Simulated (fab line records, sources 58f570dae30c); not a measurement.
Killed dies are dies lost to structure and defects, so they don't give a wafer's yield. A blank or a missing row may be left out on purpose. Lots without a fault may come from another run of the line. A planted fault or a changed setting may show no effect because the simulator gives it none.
Tool commonality check | flow berkeley_cmos170 | 14 lots, 42 wafers sampled

WHY IT WAS OPENED
At UCB170_PLDD_CD_MEAS_06 the reading cd_nm is flagged on 2 of 14 lots. Wafers without a fault read 1200.2 nm, standard deviation 1.3.
Rule: a lot is flagged when every wafer of it that has a number lies more than 4 standard deviations from that mean, or none has a number. The other lots count as sound.

lot  | measured     | on        | cd_nm (nm), wafer by wafer | flag
L522 | day 6 08:28  | cd_sem-02 | 1200.7 1201.3 1200.4       |
L523 | day 6 08:59  | cd_sem-02 | 1198.6 1199.2 1198.5       |
L524 | day 6 19:47  | cd_sem-02 | 1199.2 1199.0 1197.9       |
L526 | day 7 08:58  | cd_sem-01 | 1199.3 1199.0 1200.8       |
L527 | day 7 09:13  | cd_sem-02 | 1200.6 1200.8 1198.6       |
L528 | day 7 17:37  | cd_sem-01 | 1201.9 1202.1 1201.7       |
L529 | day 7 17:49  | cd_sem-01 | 1199.2 1199.0 1200.4       |
L533 | day 8 13:25  | cd_sem-02 | 1210.3 1212.0 1211.1       | FLAGGED
L534 | day 8 22:48  | cd_sem-01 | 1210.9 1212.1 1211.1       | FLAGGED
L539 | day 9 21:05  | cd_sem-02 | 1198.9 1198.4 1198.0       |
L540 | day 9 21:42  | cd_sem-01 | 1198.3 1197.8 1198.6       |
L542 | day 10 02:25 | cd_sem-01 | 1200.1 1198.7 1200.3       |
L543 | day 10 15:59 | cd_sem-01 | 1199.7 1202.3 1201.1       |
L545 | day 10 21:59 | cd_sem-02 | 1201.8 1199.3 1201.4       |
The numbers of the flagged lots are 1211.2 nm on average: +11.0 nm against the usual, or +8 standard deviations.

WHICH TOOL RAN EACH LOT
The record holds 1 process step before the reading, out of a route of 331 steps. In each cell: the tool, then ch and the chambers that the sampled wafers went through, then the start.
lot  | flag    | UCB170_PLDD_COAT_01
L522 |         | litho_track-01 ch 0, day 6 07:19
L523 |         | litho_track-03 ch 0, day 6 07:52
L524 |         | litho_track-04 ch 0, day 6 19:01
L526 |         | litho_track-04 ch 0, day 7 07:55
L527 |         | litho_track-01 ch 0, day 7 08:10
L528 |         | litho_track-04 ch 0, day 7 16:34
L529 |         | litho_track-01 ch 0, day 7 16:33
L533 | FLAGGED | litho_track-04 ch 0, day 8 12:07
L534 | FLAGGED | litho_track-04 ch 0, day 8 21:51
L539 |         | litho_track-01 ch 0, day 9 20:02
L540 |         | litho_track-01 ch 0, day 9 20:35
L542 |         | litho_track-01 ch 0, day 10 01:36
L543 |         | litho_track-01 ch 0, day 10 14:50
L545 |         | litho_track-01 ch 0, day 10 21:10
What these steps do:
- UCB170_PLDD_COAT_01: resist thk 900 nm.
- UCB170_PLDD_CD_MEAS_06: target cd 1200 nm.

FLAGGED OVER TOTAL, TOOL BY TOOL (the gauges that took the reading come last)
step                   | tool           | lots run | flagged | share of the flagged lots | sound lots run after its first flagged lot
UCB170_PLDD_COAT_01    | litho_track-01 | 8        | 0       | none                      | -
UCB170_PLDD_COAT_01    | litho_track-03 | 1        | 0       | none                      | -
UCB170_PLDD_COAT_01    | litho_track-04 | 5        | 2       | all                       | 0
UCB170_PLDD_CD_MEAS_06 | cd_sem-01      | 7        | 1       | some                      | 3 (L540,L542,L543)
UCB170_PLDD_CD_MEAS_06 | cd_sem-02      | 7        | 1       | some                      | 2 (L539,L545)

WHAT THE TABLE ALLOWS
1 row of the table ran every flagged lot: litho_track-04 at UCB170_PLDD_COAT_01.
- litho_track-04 at UCB170_PLDD_COAT_01: 2 of its 5 lots flagged. Its last sound lot is L528 (day 7 16:34), its first flagged lot L533 (day 8 12:07): a fault that began between those two fits.
One tool is left: litho_track-04 at UCB170_PLDD_COAT_01.

WHAT THE SIMULATOR HAD PUT IN
Process parameter drift: litho_track-04, from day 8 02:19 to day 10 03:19, at UCB170_PLDD_COAT_01. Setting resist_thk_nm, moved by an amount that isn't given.
Lots struck among those shown: L533, L534. The rule above found the same.
